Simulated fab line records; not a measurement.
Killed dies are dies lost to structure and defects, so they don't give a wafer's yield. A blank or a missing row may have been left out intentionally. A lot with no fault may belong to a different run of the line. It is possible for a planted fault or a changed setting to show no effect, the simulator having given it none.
Which of the tools did it? | flow berkeley-cmos170 | 45 wafers from 15 lots sampled at 4 of the route's 331 steps

## WHAT THE GAUGES SHOWED, per wafer
UCB170_PVT_OVL_MEAS_06. Usual: for PVT_OVL the level is 2 nm and the standard deviation is 4.9.
lot  | measured     | on         | PVT_OVL (nm) | flag
L661 | day 6 12:12  | overlay-02 | 1 12 7       |
L664 | day 7 16:06  | overlay-02 | -1 1 -5      |
L666 | day 7 22:02  | overlay-02 | 8 9 11       |
L667 | day 8 08:32  | overlay-02 | 9 -1 2       |
L668 | day 8 08:29  | overlay-01 | 3 -3 3       |
L669 | day 8 08:16  | overlay-01 | -7 -2 -7     |
L670 | day 8 15:57  | overlay-02 | -6 -9 2      |
L672 | day 9 02:25  | overlay-02 | 0 -6 0       |
L673 | day 9 02:43  | overlay-01 | 10 4 14      |
L677 | day 10 07:22 | overlay-01 | -3 0 2       |
L679 | day 10 12:46 | overlay-01 | 3 0 3        |
L680 | day 10 23:53 | overlay-02 | 3 6 1        |

UCB170_SPACER_THK_MEAS_01. Usual: for SPACER_TEOS_THK the level is 375 nm and the standard deviation is 5.2.
lot  | measured     | on            | SPACER_TEOS_THK (nm) | flag
L661 | day 7 12:07  | film-metro-03 | 370 372 378          |
L664 | day 8 12:16  | film-metro-02 | 376 380 376          |
L666 | day 8 18:41  | film-metro-02 | 373 360 373          |
L667 | day 9 05:33  | film-metro-04 | 375 368 375          |
L668 | day 9 05:05  | film-metro-03 | 373 382 375          |
L669 | day 9 04:43  | film-metro-04 | 373 386 372          |
L670 | day 9 10:37  | film-metro-03 | 362 371 366          |
L672 | day 9 19:39  | film-metro-03 | 369 373 374          |
L673 | day 9 19:25  | film-metro-04 | 380 381 380          |
L677 | day 10 23:11 | film-metro-04 | 375 380 378          |
L679 | day 11 03:10 | film-metro-02 | 375 378 381          |
L680 | day 11 16:57 | film-metro-04 | 375 377 383          |

## WHAT TOOL EACH LOT RAN ON (gives the tool, then ch and the chambers of the sampled wafers, and finally the start)
lot  | UCB170_WELLDRIVE_OXIDATION_01 | UCB170_PLDD_STRIP_10
L661 | furnace-04 ch 0, day 4 05:08  | plasma-asher-01 ch 0,1, day 7 09:05
L664 | furnace-03 ch 0, day 5 06:01  | plasma-asher-02 ch 0,1, day 8 10:07
L666 | furnace-01 ch 0, day 5 15:08  | plasma-asher-04 ch 0,1, day 8 15:01
L667 | furnace-01 ch 0, day 5 19:58  | plasma-asher-02 ch 1, day 9 02:37
L668 | furnace-01 ch 0, day 5 19:58  | plasma-asher-04 ch 0,1, day 9 02:20
L669 | furnace-01 ch 0, day 5 19:58  | plasma-asher-02 ch 0,1, day 9 02:04
L670 | furnace-03 ch 0, day 6 06:15  | plasma-asher-02 ch 0,1, day 9 08:36
L672 | furnace-04 ch 0, day 6 13:52  | plasma-asher-01 ch 0,1, day 9 17:29
L673 | furnace-04 ch 0, day 6 13:52  | plasma-asher-02 ch 0,1, day 9 17:13
L671 | furnace-01, day 6 19:07       | -
L674 | furnace-04, day 7 01:09       | -
L675 | furnace-04, day 7 01:09       | -
L677 | furnace-04 ch 0, day 7 17:29  | plasma-asher-01 ch 0,1, day 10 21:10
L679 | furnace-01 ch 0, day 8 02:47  | plasma-asher-01 ch 0,1, day 11 00:43
L680 | furnace-01 ch 0, day 8 10:32  | plasma-asher-01 ch 0,1, day 11 14:50
- UCB170_WELLDRIVE_OXIDATION_01: target thk 199 nm, ox time 9000 s.
- UCB170_PLDD_STRIP_10: strips in O2.

## AS READ BY THE TOOLS THEMSELVES (means over the sampled wafers that have a number; for cases with no such wafer, the mark the record gives instead)
UCB170_WELLDRIVE_OXIDATION_01. Usual: ox-temp-c 1100.1 C, standard deviation 0.44; ox-temp-c-max 1105.6, standard deviation 1.3; zone-power-source-pct 38 %, standard deviation 3.6.
lot  | tool       | ox-temp-c (C) | ox-temp-c-max | zone-power-source-pct (%) | flag
L661 | furnace-04 | 1099.7        | 1105.1        | 34                        |
L664 | furnace-03 | 1100.4        | 1107.5        | 45                        |
L666 | furnace-01 | 1100.4        | 1106.2        | 39                        |
L667 | furnace-01 | 1099.9        | 1104.4        | 39                        |
L668 | furnace-01 | 1100.4        | 1106.4        | 39                        |
L669 | furnace-01 | 1099.6        | 1104.4        | 39                        |
L670 | furnace-03 | 1100.0        | 1107.2        | 45                        |
L672 | furnace-04 | 1100.0        | 1104.8        | 34                        |
L673 | furnace-04 | 1100.2        | 1105.9        | 34                        |
L671 | furnace-01 | -             | -             | -                         | OFF
L674 | furnace-04 | -             | -             | -                         | OFF
L675 | furnace-04 | -             | -             | -                         | OFF
L677 | furnace-04 | 1100.3        | 1104.9        | 34                        |
L679 | furnace-01 | 1100.2        | 1105.0        | 39                        |
L680 | furnace-01 | 1099.8        | 1105.4        | 39                        |

UCB170_PLDD_STRIP_10. Usual: drypump-motor-current-A 5.9 A, standard deviation 0.38; oes-product-au 0.734 a.u., standard deviation 0.0044; strip-time-to-endpoint-s 21.63 s, standard deviation 0.054.
lot  | tool            | drypump-motor-current-A (A) | oes-product-au (a.u.) | strip-time-to-endpoint-s (s) | flag
L661 | plasma-asher-01 | 6.2                         | 0.730                 | 21.59                        |
L664 | plasma-asher-02 | 5.6                         | 0.728                 | 21.68                        |
L666 | plasma-asher-04 | 5.7                         | 0.733                 | 21.59                        |
L667 | plasma-asher-02 | 5.5                         | 0.734                 | 21.75                        |
L668 | plasma-asher-04 | 6.0                         | 0.732                 | 21.64                        |
L669 | plasma-asher-02 | 5.5                         | 0.736                 | 21.58                        |
L670 | plasma-asher-02 | 5.6                         | 0.735                 | 21.59                        |
L672 | plasma-asher-01 | 6.2                         | 0.732                 | 21.65                        |
L673 | plasma-asher-02 | 5.7                         | 0.738                 | 21.66                        |
L677 | plasma-asher-01 | 6.2                         | 0.732                 | 21.58                        |
L679 | plasma-asher-01 | 6.2                         | 0.733                 | 21.66                        |
L680 | plasma-asher-01 | 6.2                         | 0.734                 | 21.58                        |

## THE ANSWER, worked out from the rows above alone
Rule: a lot is off if the mean of its wafers that have a number lies more than 3 standard deviations from the usual mean. Also off: a lot with no number at a reading for which 4 or more lots have one. Where the step has rows for the other lots, those lots are counted as sound. After the gauges, taken in route order, come the tools' own readings; for these a lot's mean is taken, as printed above. At the first step where some lot is off, the reading lying furthest off is the one used; lots without a number count as furthest.
Off at UCB170_WELLDRIVE_OXIDATION_01 (ox-temp-c): L671, L674, L675. Without a number there: L671, L674, L675.
A tool fits if, at that step or a process step before it, it ran every lot that is off, and no sound lot after the first of them. None of those tried fits.

## WHAT THE SIMULATOR HAD INSERTED
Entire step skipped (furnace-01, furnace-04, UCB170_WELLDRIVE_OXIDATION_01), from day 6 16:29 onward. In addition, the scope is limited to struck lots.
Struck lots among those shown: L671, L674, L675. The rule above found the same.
